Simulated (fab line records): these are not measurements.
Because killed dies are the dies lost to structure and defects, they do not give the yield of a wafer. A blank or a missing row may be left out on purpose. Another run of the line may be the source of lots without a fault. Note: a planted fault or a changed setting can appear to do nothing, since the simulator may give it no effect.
Struck lot and sound lot, side by side | flow rit-cmos | 30 out of 202 route steps
Sound: these wafers, L700.4, L700.5, L700.6. Wafers struck: L689.2, L689.3, L689.5. Last of all comes the cause.
At each step with rows: each side's tool, then ch and its chambers, then its first start. Under that, the readings that differ: sound wafers | struck wafers | difference of the means | sigmas: that difference in standard deviations of wafers without a fault.
alike: words and numbers the same on both sides, and readings whose means are apart by under 2 such deviations; not compared: readings that were withheld, readings missing a value for some wafer, numbers with overlapping values and no deviation given by the record, and bounds like >300 which may hide the same value.
Wherever a step has rows on one side only, a row that says differs or no value, or a row with sigmas, the two part there. Numbers that don't overlap but have no deviation are shown without sigmas and don't part them. Lack of a reading on every wafer of one side parts them only where that side has two or more wafers.

RIT_FOX2_THK_MEAS_01:
  sound on film-metro-03 at day 4 11:59; struck on film-metro-01 at day 2 08:37
  alike: FOX2_OXIDE_THK
then, 2 steps without rows for these wafers: RIT_FOX2_CLEAN_02 (cleans in dHF, time 180 s); RIT_FOX2_WET_ETCH_03 (etches Si3N4 in H3PO4, target depth 195 nm, time 2700 s).
RIT_FOX2_THK_MEAS_90:
  sound on film-metro-01 at day 4 13:01; struck on film-metro-02 at day 2 09:29
  alike: FIELD_OXIDE_LEFT_1_THK
then, 6 steps without rows for these wafers: RIT_NWELL_HMDS_00 (prime time 60 s); RIT_NWELL_COAT_01 (resist thk 1300 nm); RIT_NWELL_SOFTBAKE_02 (time 60 s); RIT_NWELL_EXPOSE_03 (exposes mask M2, target cd 43900 nm); RIT_NWELL_PEB_04; RIT_NWELL_DEVELOP_05 (develop time 68 s).
RIT_NWELL_OVL_MEAS_06:
  sound on overlay-01 at day 4 13:56; struck on overlay-02 at day 2 10:33
  alike: NWELL_OVL
then, 1 step without rows for these wafers: RIT_NWELL_HARDBAKE_07 (time 120 s).
RIT_NWELL_IMPLANT_08:
  sound on implanter-02 ch 0, day 4 14:17; struck on implanter-02 ch 0, day 2 11:10
RIT_NWELL_STRIP_09: strips in O2, time 180 s.
  sound on plasma-asher-01 ch 0,1, day 4 14:25; struck on plasma-asher-01 ch 0,1, day 2 11:17
  alike: drypump-motor-current-A
  not compared: rf-hours-counter-h
RIT_NWELL_TW_MEAS_10:
  sound on film-metro-01 at day 4 14:34; struck on film-metro-04 at day 2 11:29
  reading  | sound          | struck         | difference | sigmas
  NWELL_TW | 2112 2108 2094 | 2660 2671 2664 | +560       | +22
then, 6 steps without rows for these wafers: RIT_PWELL_HMDS_00 (prime time 60 s); RIT_PWELL_COAT_01 (resist thk 1300 nm); RIT_PWELL_SOFTBAKE_02 (time 60 s); RIT_PWELL_EXPOSE_03 (exposes mask M3, target cd 43700 nm); RIT_PWELL_PEB_04; RIT_PWELL_DEVELOP_05 (develop time 68 s).
RIT_PWELL_OVL_MEAS_06:
  sound on overlay-01 at day 4 15:37; struck on overlay-01 at day 2 12:49
  alike: PWELL_OVL
then, 2 steps without rows for these wafers: RIT_PWELL_HARDBAKE_07 (time 120 s); RIT_PWELL_IMPLANT_08.
RIT_PWELL_STRIP_09: strips in O2, time 180 s.
  sound on plasma-asher-03 ch 0,1, day 4 16:05; struck on plasma-asher-02 ch 0,1, day 2 13:35
  alike: drypump-motor-current-A
  not compared: rf-hours-counter-h
RIT_PWELL_TW_MEAS_10:
  sound on film-metro-04 at day 4 16:14; struck on film-metro-02 at day 2 13:54
  alike: PWELL_TW
then, 1 step without rows for these wafers: RIT_WELLDRIVE_ANNEAL_00 (time 14700 s).
RIT_WELLDRIVE_RS_MEAS_01: uses a four-point probe to measure.
  sound on film-metro-01 at day 4 21:25; struck on film-metro-01 at day 2 19:03
  reading           | sound             | struck            | difference | sigmas
  NWELL_RS (ohm/sq) | 274.7 275.0 274.9 | 183.2 183.5 183.0 | -91.6      | -99 or more
RIT_WELLDRIVE_RS_MEAS_02: uses a four-point probe to measure.
  sound on film-metro-01 at day 4 21:32; struck on film-metro-01 at day 2 19:10
  alike: PWELL_RS
RIT_M1_PROBE_99:
  the record has rows for the sound wafers here (prober-01, day 6 04:23) and none for the struck ones

== WHERE THEY PART ==
First at RIT_NWELL_TW_MEAS_10; last, within this record, at RIT_M1_PROBE_99.

WHY: the cause the simulator had injected
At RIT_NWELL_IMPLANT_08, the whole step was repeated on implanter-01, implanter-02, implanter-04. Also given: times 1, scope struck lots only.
